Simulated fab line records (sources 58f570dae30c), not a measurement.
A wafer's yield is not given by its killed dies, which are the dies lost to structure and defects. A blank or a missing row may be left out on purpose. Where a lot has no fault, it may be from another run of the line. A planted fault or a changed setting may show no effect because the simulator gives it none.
Split-lot study / flow berkeley cmos170 / route with 331 steps; 5 lots, 23 wafers read

## SPLIT DETAILS
At UCB170_SDANNEAL_RTA_01 (time 5 s), the setting time s was moved away from the recipe's 5 s on 4 of the 23 wafers read, by +7.9% to +9.4%. The other wafers ran this setting at the recipe's value.

## FROM THE SPLIT ON TO THE READING: in between, the file shows 1 step
- UCB170_SDANNEAL_RS_MEAS_02: measures by four-point-probe

## THE READING
NSD_RS, in ohm/sq, at UCB170_SDANNEAL_RS_MEAS_03 (measures by four-point-probe). Typical for fault-free wafers on this fab line: 37.27 ohm/sq, with standard deviation 0.093 ohm/sq.

wafer=L077.1; tool, chamber at the split=rtp anneal-02, 0; time s as run, s=5; against the recipe=recipe; NSD_RS, ohm/sq=37.30; against lot-mates on the recipe=-
wafer=L077.4; tool, chamber at the split=rtp anneal-02, 0; time s as run, s=5; against the recipe=recipe; NSD_RS, ohm/sq=37.33; against lot-mates on the recipe=-
wafer=L077.5; tool, chamber at the split=rtp anneal-02, 0; time s as run, s=5; against the recipe=recipe; NSD_RS, ohm/sq=37.34; against lot-mates on the recipe=-
wafer=L076.1; tool, chamber at the split=rtp anneal-01, 0; time s as run, s=5; against the recipe=recipe; NSD_RS, ohm/sq=37.41; against lot-mates on the recipe=-
wafer=L076.2; tool, chamber at the split=rtp anneal-01, 0; time s as run, s=5; against the recipe=recipe; NSD_RS, ohm/sq=37.46; against lot-mates on the recipe=-
wafer=L076.3; tool, chamber at the split=rtp anneal-01, 0; time s as run, s=5; against the recipe=recipe; NSD_RS, ohm/sq=37.37; against lot-mates on the recipe=-
wafer=L076.4; tool, chamber at the split=rtp anneal-01, 0; time s as run, s=5; against the recipe=recipe; NSD_RS, ohm/sq=37.43; against lot-mates on the recipe=-
wafer=L076.6; tool, chamber at the split=rtp anneal-01, 0; time s as run, s=5; against the recipe=recipe; NSD_RS, ohm/sq=37.33; against lot-mates on the recipe=-
wafer=L079.1; tool, chamber at the split=rtp anneal-01, 0; time s as run, s=5.468; against the recipe=+9.4%; NSD_RS, ohm/sq=37.06; against lot-mates on the recipe=-0.26
wafer=L079.2; tool, chamber at the split=rtp anneal-01, 0; time s as run, s=5; against the recipe=recipe; NSD_RS, ohm/sq=37.35; against lot-mates on the recipe=-
wafer=L079.3; tool, chamber at the split=rtp anneal-01, 0; time s as run, s=5; against the recipe=recipe; NSD_RS, ohm/sq=37.30; against lot-mates on the recipe=-
wafer=L079.4; tool, chamber at the split=rtp anneal-01, 0; time s as run, s=5; against the recipe=recipe; NSD_RS, ohm/sq=37.30; against lot-mates on the recipe=-
wafer=L079.6; tool, chamber at the split=rtp anneal-01, 0; time s as run, s=5.468; against the recipe=+9.4%; NSD_RS, ohm/sq=37.01; against lot-mates on the recipe=-0.31
wafer=L080.1; tool, chamber at the split=rtp anneal-02, 0; time s as run, s=5; against the recipe=recipe; NSD_RS, ohm/sq=37.32; against lot-mates on the recipe=-
wafer=L080.2; tool, chamber at the split=rtp anneal-02, 0; time s as run, s=5; against the recipe=recipe; NSD_RS, ohm/sq=37.39; against lot-mates on the recipe=-
wafer=L080.3; tool, chamber at the split=rtp anneal-02, 0; time s as run, s=5; against the recipe=recipe; NSD_RS, ohm/sq=37.44; against lot-mates on the recipe=-
wafer=L080.4; tool, chamber at the split=rtp anneal-02, 0; time s as run, s=5; against the recipe=recipe; NSD_RS, ohm/sq=37.32; against lot-mates on the recipe=-
wafer=L080.5; tool, chamber at the split=rtp anneal-02, 0; time s as run, s=5; against the recipe=recipe; NSD_RS, ohm/sq=37.36; against lot-mates on the recipe=-
wafer=L082.1; tool, chamber at the split=rtp anneal-02, 0; time s as run, s=5; against the recipe=recipe; NSD_RS, ohm/sq=37.18; against lot-mates on the recipe=-
wafer=L082.2; tool, chamber at the split=rtp anneal-02, 0; time s as run, s=5; against the recipe=recipe; NSD_RS, ohm/sq=37.21; against lot-mates on the recipe=-
wafer=L082.4; tool, chamber at the split=rtp anneal-02, 0; time s as run, s=5; against the recipe=recipe; NSD_RS, ohm/sq=37.21; against lot-mates on the recipe=-
wafer=L082.5; tool, chamber at the split=rtp anneal-02, 0; time s as run, s=5.394; against the recipe=+7.9%; NSD_RS, ohm/sq=36.96; against lot-mates on the recipe=-0.24
wafer=L082.6; tool, chamber at the split=rtp anneal-02, 0; time s as run, s=5.394; against the recipe=+7.9%; NSD_RS, ohm/sq=36.95; against lot-mates on the recipe=-0.25

FIT RESULTS
A straight line over all 23 wafers: NSD_RS changes by -0.0385 ohm/sq for each +1% of time s; r = -0.86; the points scatter about the line by 0.077 ohm/sq.
The same after taking each lot's own level away (the mean of its wafers on the recipe; 23 wafers): -0.0305 ohm/sq for each +1%; r = -0.95; scatter 0.035 ohm/sq.
The reading moves by 0.29 ohm/sq for the largest change in time s, on that fit.
The lots' own levels span 37.200 to 37.400 ohm/sq, that is 2.2 times the standard deviation above.
In other words, the slope is changed by the lot-to-lot level; the two fits disagree.
Check: for one of the wafers moved furthest among these (+9.4%), held out of the fit, the line's prediction against its lot-mates is -0.297 ohm/sq. It came out at -0.257 ohm/sq against them.

## ADDITIONAL SPLITS CARRIED BY THESE WAFERS
Other splits were also applied to these wafers ahead of the reading. Each is held against what the fit with the lots' levels taken away leaves over:
other split on the same wafers=UCB170_GATE_COAT_07 spin rpm; wafers away from the commonest value=8; r with NSD_RS (lot level and that fit taken away)=+0.16
other split on the same wafers=UCB170_PLDD_EXPOSE_03 dose mj; wafers away from the commonest value=8; r with NSD_RS (lot level and that fit taken away)=-0.13
other split on the same wafers=UCB170_NLDD_COAT_01 resist thk nm; wafers away from the commonest value=9; r with NSD_RS (lot level and that fit taken away)=-0.16
other split on the same wafers=UCB170_PSD_COAT_01 spin rpm; wafers away from the commonest value=5; r with NSD_RS (lot level and that fit taken away)=-0.19

## THE WHOLE CHAIN: every reading that the file lists as answering this split, in the file's order
step=UCB170_SDANNEAL_RS_MEAS_02; what it does=measures by four-point-probe; reading=PSD_RS; change (the file's fit)=-0.178 for each +1% of the setting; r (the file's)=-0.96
step=UCB170_SDANNEAL_RS_MEAS_03; what it does=measures by four-point-probe; reading=NSD_RS; change (the file's fit)=-0.0306 for each +1% of the setting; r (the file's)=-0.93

## THE FILE'S OWN FIT
NSD_RS changes by -0.0306 ohm/sq for each +1% of time s, r = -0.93.
